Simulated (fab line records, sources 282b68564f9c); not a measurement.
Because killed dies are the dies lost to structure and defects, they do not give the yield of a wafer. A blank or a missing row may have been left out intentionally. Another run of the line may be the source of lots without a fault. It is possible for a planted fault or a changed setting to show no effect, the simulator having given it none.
A lot that was struck, set against a sound lot -- flow ritCmos -- 43 out of 202 route steps
Sound: the wafers L420.1, L420.2, L420.4. Wafers L429.1, L429.2, L429.5 were the ones struck. The cause is named last.
Each step with rows lists, per side, the tool, then ch with its chambers, then its first start. Under that, the readings that differ: sound wafers -- struck wafers -- difference of the means -- sigmas: that difference in standard deviations of wafers without a fault.
alike: same words and numbers on both sides, and readings whose means sit less than 2 such deviations apart. not compared: any withheld reading, any reading some wafer has no value for, any bound like >300 that may hide the same value, and any number with overlapping values for which the record gives no deviation.
Wherever a step has rows on one side only, a row that says differs or no value, or a row with sigmas, the two part there. When numbers do not overlap yet have no deviation, they are printed without sigmas and do not part them. A reading missing from all wafers of one side parts the sides only when that side holds two or more wafers.

first, 1 step without rows for these wafers: RIT_ACTIVE_OXIDATION_01 (target thk 46.8 nm, ox time 3360 s).
RIT_ACTIVE_THK_MEAS_02:
  struck on filmMetro-02, day 4 12:15; sound on filmMetro-02, day 2 14:01
reading,sound,struck,difference,sigmas
ACTIVE_OXIDE_THK (nm),48.4 47.2 47.2,43.9 44.5 44.4,-3.3,-3
then, 1 step without rows for these wafers: RIT_ACTIVE_CVD_03 (deposits Si3N4 from SiH2Cl2/NH3, target thk 150 nm, time 1537 s).
RIT_ACTIVE_THK_MEAS_04:
  struck on filmMetro-02, day 4 13:43; sound on filmMetro-04, day 2 16:12
  alike: ACTIVE_NITRIDE_THK
then, 6 steps without rows for these wafers: RIT_ACTIVE_HMDS_05 (prime time 60 s); RIT_ACTIVE_COAT_06 (resist thk 991.5 nm); RIT_ACTIVE_SOFTBAKE_07 (time 60 s); RIT_ACTIVE_EXPOSE_08 (exposes mask M1, target cd 1400 nm); RIT_ACTIVE_PEB_09; RIT_ACTIVE_DEVELOP_10 (develop time 50 s).
RIT_ACTIVE_CD_MEAS_11 targets a cd of 1400 nm.
  struck on cdSem-02, day 4 14:46; sound on cdSem-02, day 2 18:52
  alike: cdNm
then, 1 step without rows for these wafers: RIT_ACTIVE_HARDBAKE_12 (time 60 s).
RIT_ACTIVE_ETCH_13: etches Si3N4 in SF6, stops on SiO2, time 210 s, target depth 210 nm.
  sound on rieDiel-04 ch 1,2,3, day 2 19:17; struck on rieDiel-04 ch 1,3, day 4 15:02
  alike: drypumpMotorCurrentA, oesProductAu, throttleValvePct
  not compared: rfHoursCounterH
RIT_ACTIVE_STRIP_14: strips in O2, time 180 s.
  sound on plasmaAsher-02 ch 0,1, day 2 19:26; struck on plasmaAsher-02 ch 0,1, day 4 15:10
  alike: drypumpMotorCurrentA, o2FlowSccm
  not compared: rfHoursCounterH
RIT_ACTIVE_CD_MEAS_90 targets a cd of 1400 nm.
  struck on cdSem-02, day 4 15:20; sound on cdSem-02, day 2 19:36
  alike: cdNm
then, 4 steps without rows for these wafers: RIT_ACTIVE_CLEAN_15 (cleans in SC1, time 600 s); RIT_ACTIVE_CLEAN_16 (cleans in dHF, time 30 s); RIT_ACTIVE_CLEAN_17 (cleans in SC2, time 600 s); RIT_FOX1_OXIDATION_00 (target thk 350.7 nm, ox time 1130 s).
RIT_FOX1_THK_MEAS_01:
  struck on filmMetro-03, day 4 20:19; sound on filmMetro-02, day 2 21:26
  alike: FOX1_OXIDE_THK
then, 2 steps without rows for these wafers: RIT_FOX1_WET_ETCH_02 (etches SiO2 in BOE, target depth 350 nm, time 390 s); RIT_FOX2_OXIDATION_00 (target thk 350.7 nm, ox time 1130 s).
RIT_FOX2_THK_MEAS_01:
  struck on filmMetro-02, day 5 02:35; sound on filmMetro-02, day 3 00:59
  alike: FOX2_OXIDE_THK
then, 2 steps without rows for these wafers: RIT_FOX2_CLEAN_02 (cleans in dHF, time 180 s); RIT_FOX2_WET_ETCH_03 (etches Si3N4 in H3PO4, target depth 195 nm, time 2700 s).
RIT_FOX2_THK_MEAS_90:
  struck on filmMetro-02, day 5 03:32; sound on filmMetro-03, day 3 02:01
  alike: FIELD_OXIDE_LEFT_1_THK
then, 6 steps without rows for these wafers: RIT_NWELL_HMDS_00 (prime time 58.79 s); RIT_NWELL_COAT_01 (resist thk 1300 nm); RIT_NWELL_SOFTBAKE_02 (time 60 s); RIT_NWELL_EXPOSE_03 (exposes mask M2, target cd 43900 nm); RIT_NWELL_PEB_04; RIT_NWELL_DEVELOP_05 (develop time 68 s).
RIT_NWELL_OVL_MEAS_06:
  struck on overlay-02, day 5 04:29; sound on overlay-02, day 3 02:59
  alike: NWELL_OVL
then, 2 steps without rows for these wafers: RIT_NWELL_HARDBAKE_07 (time 120 s); RIT_NWELL_IMPLANT_08.
RIT_NWELL_STRIP_09: strips in O2, time 180 s.
  sound on plasmaAsher-01 ch 0,1, day 3 03:31; struck on plasmaAsher-02 ch 0,1, day 5 04:55
  alike: drypumpMotorCurrentA, o2FlowSccm
  not compared: rfHoursCounterH
RIT_NWELL_TW_MEAS_10:
  struck on filmMetro-03, day 5 05:05; sound on filmMetro-04, day 3 03:41
  alike: NWELL_TW
then, 5 steps without rows for these wafers: RIT_PWELL_HMDS_00 (prime time 60 s); RIT_PWELL_COAT_01 (resist thk 1300 nm); RIT_PWELL_SOFTBAKE_02 (time 60 s); RIT_PWELL_EXPOSE_03 (exposes mask M3, target cd 43700 nm); RIT_PWELL_PEB_04.
-- the record jumps here: 2 days lie between the struck wafers' starts before and after (it left off in module PWELL and takes up again in module M1, whose first step shown is number 202 of the route) --
RIT_M1_PROBE_99:
  the record has rows for the struck wafers here (prober-02, day 7 08:46) and none for the sound ones

== WHERE THEY PART ==
Earliest at RIT_ACTIVE_THK_MEAS_02; latest, in this record, at RIT_M1_PROBE_99.

WHY: whatever the simulator had introduced
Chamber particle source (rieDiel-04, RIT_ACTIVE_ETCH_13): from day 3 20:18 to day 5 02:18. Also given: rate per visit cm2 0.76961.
